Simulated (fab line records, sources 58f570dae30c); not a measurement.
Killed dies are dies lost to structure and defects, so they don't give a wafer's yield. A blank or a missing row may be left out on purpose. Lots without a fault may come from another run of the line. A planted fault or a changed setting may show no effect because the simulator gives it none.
Which tool did it? | flow berkeley_cmos170 | 14 lots, 42 wafers sampled, at 5 steps of a route of 331

WHAT THE GAUGES READ, wafer by wafer
UCB170_PLDD_CD_MEAS_06: target cd 1200 nm.
lot  | measured     | on        | cd_nm (nm)
L800 | day 6 19:06  | cd_sem-02 | 1201.0 1200.3 1201.2
L799 | day 6 19:19  | cd_sem-02 | 1199.7 1199.3 1199.3
L802 | day 7 08:55  | cd_sem-02 | 1197.0 1198.5 1199.0
L808 | day 7 23:02  | cd_sem-02 | 1197.7 1198.0 1196.4
L807 | day 7 23:28  | cd_sem-01 | 1199.5 1198.7 1198.2
L806 | day 8 03:56  | cd_sem-01 | 1200.3 1199.6 1199.9
L805 | day 8 04:07  | cd_sem-02 | 1198.8 1199.9 1200.6
L809 | day 8 08:43  | cd_sem-01 | 1200.3 1200.7 1201.4
L816 | day 9 17:37  | cd_sem-02 | 1202.1 1203.5 1201.4
L817 | day 9 20:31  | cd_sem-02 | 1201.9 1200.7 1201.3
L815 | day 9 20:47  | cd_sem-02 | 1202.3 1201.0 1200.2
L818 | day 10 10:26 | cd_sem-01 | 1197.0 1198.0 1197.5
L820 | day 10 20:17 | cd_sem-02 | 1198.6 1201.0 1199.9
L821 | day 11 07:49 | cd_sem-01 | 1202.2 1202.9 1201.6

UCB170_PSD_TW_MEAS_10.
lot  | measured     | on            | PSD_TW
L800 | day 7 04:04  | film_metro-02 | 2351 2345 2331
L799 | day 7 04:18  | film_metro-03 | 2297 2307 2314
L802 | day 7 19:56  | film_metro-03 | 2317 2313 2316
L808 | day 8 09:44  | film_metro-03 | 2322 2328 2311
L807 | day 8 09:29  | film_metro-04 | 2391 2386 2373
L806 | day 8 14:22  | film_metro-04 | 2376 2384 2396
L805 | day 8 14:14  | film_metro-04 | 2388 2371 2372
L809 | day 8 18:16  | film_metro-02 | 2346 2344 2348
L816 | day 10 01:19 | film_metro-04 | 1796 1776 1774
L817 | day 10 05:22 | film_metro-02 | 1757 1751 1756
L815 | day 10 05:37 | film_metro-04 | 2357 2354 2365
L818 | day 10 17:52 | film_metro-03 | 2333 2330 2340
L820 | day 11 06:34 | film_metro-03 | 2312 2315 2303
L821 | day 11 16:07 | film_metro-03 | 2319 2318 2321

UCB170_SDANNEAL_RS_MEAS_02: measures by four-point-probe.
lot  | measured     | on            | PSD_RS (ohm/sq)
L800 | day 7 10:07  | film_metro-03 | 74.70 75.00 74.93
L799 | day 7 09:33  | film_metro-02 | 75.50 75.67 75.52
L802 | day 8 04:41  | film_metro-03 | 75.52 75.24 75.62
L808 | day 8 16:24  | film_metro-02 | 75.78 75.75 75.66
L807 | day 8 13:58  | film_metro-02 | 75.19 75.52 75.39
L806 | day 8 17:46  | film_metro-04 | 75.49 75.25 75.51
L805 | day 8 18:06  | film_metro-03 | 75.59 75.46 75.72
L809 | day 8 21:31  | film_metro-04 | 75.33 75.66 75.32
L816 | day 10 05:49 | film_metro-02 | 142.77 145.06 144.13
L817 | day 10 08:15 | film_metro-03 | 145.82 146.70 145.86
L815 | day 10 08:28 | film_metro-02 | 75.15 75.55 75.60
L818 | day 10 21:44 | film_metro-04 | 75.27 75.58 75.23
L820 | day 11 09:50 | film_metro-03 | 76.00 76.06 75.71
L821 | day 11 20:49 | film_metro-02 | 75.52 75.63 75.62

WHICH TOOL RAN EACH LOT (tool, then ch and the chambers of the sampled wafers, then the start)
lot  | UCB170_PSD_IMPLANT_08           | UCB170_PSD_STRIP_09
L800 | implanter-02 ch 0, day 7 03:51  | plasma_asher-03 ch 0,1, day 7 03:59
L799 | implanter-01 ch 0, day 7 04:04  | plasma_asher-01 ch 0,1, day 7 04:11
L802 | implanter-01 ch 0, day 7 19:41  | plasma_asher-03 ch 1, day 7 19:50
L808 | implanter-02 ch 0, day 8 09:29  | plasma_asher-01 ch 0,1, day 8 09:38
L807 | implanter-01 ch 0, day 8 09:15  | plasma_asher-01 ch 1, day 8 09:22
L806 | implanter-01 ch 0, day 8 14:08  | plasma_asher-01 ch 0,1, day 8 14:16
L805 | implanter-02 ch 0, day 8 13:59  | plasma_asher-03 ch 0,1, day 8 14:07
L809 | implanter-04 ch 0, day 8 18:01  | plasma_asher-01 ch 0,1, day 8 18:10
L816 | implanter-01 ch 0, day 10 01:04 | plasma_asher-04 ch 0,1, day 10 01:13
L817 | implanter-01 ch 0, day 10 05:07 | plasma_asher-04 ch 0,1, day 10 05:16
L815 | implanter-04 ch 0, day 10 05:22 | plasma_asher-03 ch 0,1, day 10 05:31
L818 | implanter-02 ch 0, day 10 17:37 | plasma_asher-03 ch 0,1, day 10 17:46
L820 | implanter-04 ch 0, day 11 06:19 | plasma_asher-04 ch 0,1, day 11 06:28
L821 | implanter-02 ch 0, day 11 15:53 | plasma_asher-01 ch 0,1, day 11 16:01
- UCB170_PSD_IMPLANT_08
- UCB170_PSD_STRIP_09: strips in O2.

WHAT THE TOOLS THEMSELVES READ (means of the sampled wafers that have a number; where no wafer has one, the mark that the record gives instead)
UCB170_PSD_IMPLANT_08.
lot  | tool         | beam_energy_keV | dose_ions_cm2 | end_station_pressure_torr (Torr) | faraday_current_uA
L800 | implanter-02 | 20.001          | 3e+15         | 1.29e-05                         | 9451
L799 | implanter-01 | 19.985          | 3e+15         | 1.21e-05                         | 9184
L802 | implanter-01 | 19.999          | 3e+15         | 1.21e-05                         | 9213
L808 | implanter-02 | 20.000          | 3e+15         | 1.30e-05                         | 9182
L807 | implanter-01 | 19.998          | 3e+15         | 1.27e-05                         | 9301
L806 | implanter-01 | 20.000          | 3e+15         | 1.31e-05                         | 9128
L805 | implanter-02 | 20.003          | 3e+15         | 1.30e-05                         | 9565
L809 | implanter-04 | 20.002          | 3e+15         | 1.24e-05                         | 9198
L816 | implanter-01 | 19.998          | 1e+15         | 8.17e-06                         | 3724
L817 | implanter-01 | 19.999          | 1e+15         | 8.00e-06                         | 3742
L815 | implanter-04 | 19.996          | 3e+15         | 1.33e-05                         | 9359
L818 | implanter-02 | 20.002          | 3e+15         | 1.24e-05                         | 9235
L820 | implanter-04 | 19.992          | 3e+15         | 1.25e-05                         | 9553
L821 | implanter-02 | 19.999          | 3e+15         | 1.28e-05                         | 9259

UCB170_PSD_STRIP_09.
lot  | tool            | drypump_motor_current_A (A) | oes_product_au (a.u.) | strip_time_to_endpoint_s (s)
L800 | plasma_asher-03 | 6.1                         | 0.597                 | 29.38
L799 | plasma_asher-01 | 5.6                         | 0.601                 | 29.37
L802 | plasma_asher-03 | 5.6                         | 0.596                 | 29.44
L808 | plasma_asher-01 | 5.6                         | 0.602                 | 29.33
L807 | plasma_asher-01 | 5.9                         | 0.600                 | 29.39
L806 | plasma_asher-01 | 5.3                         | 0.602                 | 29.40
L805 | plasma_asher-03 | 5.8                         | 0.602                 | 29.24
L809 | plasma_asher-01 | 5.6                         | 0.601                 | 29.37
L816 | plasma_asher-04 | 6.3                         | 0.736                 | 21.53
L817 | plasma_asher-04 | 6.2                         | 0.736                 | 21.65
L815 | plasma_asher-03 | 5.8                         | 0.600                 | 29.34
L818 | plasma_asher-03 | 6.1                         | 0.602                 | 29.44
L820 | plasma_asher-04 | 6.3                         | 0.596                 | 29.34
L821 | plasma_asher-01 | 5.3                         | 0.598                 | 29.44

THE ANSWER, worked out from the rows above alone
Rule: what is usual is taken from the lots themselves. Put in order of their means at a reading, lots are off if they are a third of the lots or fewer, leave a main group of 4 or more, and stand apart from it by a gap of 3 or more times the standard deviation of the main group's means; of several such gaps the widest counts. A main group whose means are all the same, to the digits that the tables above print for the reading, isn't used. A lot without any number at a reading at which 4 lots or more have one is off too. The other lots that the step has rows for count as sound. The gauges are gone through in route order, then the tools' own readings, and for those a lot's mean is taken as printed above. The first step at which some lot is off is used, and at that step the reading that is off furthest; a lot without a number counts as furthest.
Off: L816, L817, at UCB170_PSD_TW_MEAS_10 (PSD_TW). The main group: mean 2342, standard deviation 28.
A tool fits if, at a process step before that reading, it ran every lot that is off, and no sound lot after the first of them. The gauges at UCB170_PSD_TW_MEAS_10 aren't tried: what is off there is off at UCB170_PSD_IMPLANT_08 too, on other tools, and a gauge's error can't cause that. One fits: implanter-01 at UCB170_PSD_IMPLANT_08. Its last sound lot is L806 (day 8 14:08), its first lot that is off L816 (day 10 01:04): a fault that began between those two fits.
The tool's own readings at UCB170_PSD_IMPLANT_08 bear it out: on the lots that are off they differ by more than 5 times the standard deviation of the sound lots' means. dose_ions_cm2 reads 1e+15 there against 3e+15 on the sound lots; end_station_pressure_torr reads 8.08e-06 Torr there against 1.27e-05 Torr on the sound lots; faraday_current_uA reads 3733 there against 9302 on the sound lots.

WHAT THE SIMULATOR HAD PUT IN
Process parameter drift: implanter-01, from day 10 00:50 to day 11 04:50, at UCB170_PSD_IMPLANT_08. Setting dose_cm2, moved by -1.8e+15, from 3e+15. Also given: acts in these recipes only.
Lots struck among those shown: L816, L817. The rule above found the same.
